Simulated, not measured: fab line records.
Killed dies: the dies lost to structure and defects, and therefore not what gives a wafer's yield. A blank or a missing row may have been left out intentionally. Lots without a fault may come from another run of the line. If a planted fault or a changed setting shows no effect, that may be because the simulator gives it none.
Split-lot study -- flow berkeley-cmos170 -- 23 wafers read from 5 lots, route of 331 steps

ON THE SPLIT
At UCB170_ACTIVE_COAT_08 (resist thk 900 nm), the setting resist-thk-nm was moved away from the recipe's 900 nm on 7 of the 23 wafers read, by -5.3% to +2.8%. All remaining wafers had this setting at the recipe value.

There is no step in the file separating the split from the reading.

THE READING
KrF_of_ACTIVE_COAT_08.thk-nm (the simulator's own value, which no gauge read), in nm, at UCB170_ACTIVE_ETCH_15 (etches Si3N4 in CH3F/Ar/O2, stops on SiO2, target depth 242 nm, time 151 s). The file does not state a usual value for it. Across the 16 wafers here that went through the recipe, the average is 724.6 nm and the standard deviation 11 nm.

wafer,"tool, chamber at the split","resist-thk-nm as run, nm",against the recipe,"KrF_of_ACTIVE_COAT_08.thk-nm, nm",against lot-mates on the recipe
L075.1,"litho-track-02, 0",851.9,-5.3%,674.5,-36.0
L075.2,"litho-track-02, 0",900,recipe,703.9,-
L075.4,"litho-track-02, 0",851.9,-5.3%,660.9,-49.6
L075.5,"litho-track-02, 0",900,recipe,703.2,-
L075.6,"litho-track-02, 0",900,recipe,724.3,-
L076.1,"litho-track-04, 0",900,recipe,723.1,-
L076.2,"litho-track-04, 0",900,recipe,728.2,-
L076.3,"litho-track-04, 0",925.2,+2.8%,756.9,+29.8
L076.4,"litho-track-04, 0",925.2,+2.8%,748.6,+21.5
L076.6,"litho-track-04, 0",900,recipe,730.1,-
L082.1,"litho-track-04, 0",900,recipe,727.7,-
L082.3,"litho-track-04, 0",852.4,-5.3%,681.4,-46.6
L082.4,"litho-track-04, 0",852.4,-5.3%,671.3,-56.7
L082.5,"litho-track-04, 0",900,recipe,728.2,-
L082.6,"litho-track-04, 0",852.4,-5.3%,672,-56.0
L080.1,"litho-track-01, 0",900,recipe,746.9,-
L080.2,"litho-track-01, 0",900,recipe,746.7,-
L080.3,"litho-track-01, 0",900,recipe,725.7,-
L080.4,"litho-track-01, 0",900,recipe,715.7,-
L080.6,"litho-track-01, 0",900,recipe,717.5,-
L085.1,"litho-track-02, 0",900,recipe,726.4,-
L085.2,"litho-track-02, 0",900,recipe,720.3,-
L085.4,"litho-track-02, 0",900,recipe,725.2,-

THE FIT
A straight line over all 23 wafers: KrF_of_ACTIVE_COAT_08.thk-nm changes by +9.92 nm for each +1% of resist-thk-nm; r = +0.92; the points scatter about the line by 11 nm.
The same after taking each lot's own level away (the mean of its wafers on the recipe; 23 wafers): +9.2 nm for each +1%; r = +0.94; scatter 8.7 nm.
The reading moves by 49 nm for the largest change in resist-thk-nm, on that fit.
From 710.47 to 730.50 nm: that is the span of the lots' own levels, equal to 1.8 times the standard deviation above.
Consequently the slope shifts little with the lot-to-lot level, the two slopes agreeing.
Check: with one of the wafers moved furthest among these (-5.3%) left out of the fit, the line predicts -52.2 nm for it against its lot-mates. Against them it came out at -36 nm.

THE OTHER SPLITS THESE WAFERS WENT THROUGH
Note: prior to the reading, these wafers also went through further splits. Each is held against what the fit with the lots' levels taken away leaves over:
other split on the same wafers,wafers away from the commonest value,r with KrF_of_ACTIVE_COAT_08.thk-nm (lot level and that fit taken away)
UCB170_NWELL_CVD_04 temp-c,15,+0.11
UCB170_NWELL_PEB_10 peb-temp-c,7,-0.03
UCB170_PWELL_OXIDATION_02 temp-c,18,-0.15
UCB170_PWELL_DEVELOP_12 develop-time-s,7,-0.13

THE WHOLE CHAIN: every reading that the file lists as answering this split, in the file's order
step,what it does,reading,change (the file's fit),r (the file's)
UCB170_ACTIVE_COAT_08,resist thk 900 nm,"KrF_of_ACTIVE_COAT_08.thk-nm (the simulator's own value, which no gauge read)",+8.9 nm for each +1% of the setting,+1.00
UCB170_ACTIVE_ETCH_15,"etches Si3N4 in CH3F/Ar/O2, stops on SiO2, target depth 242 nm, time 151 s","KrF_of_ACTIVE_COAT_08.thk-nm (the simulator's own value, which no gauge read)",+9.02 nm for each +1% of the setting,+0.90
UCB170_ACTIVE_STRIP_16,strips in O2,strip-time-to-endpoint-s,withheld for each +1% of the setting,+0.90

THE FILE'S OWN FIT
KrF_of_ACTIVE_COAT_08.thk-nm changes by +9.02 nm for each +1% of resist-thk-nm, r = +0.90.
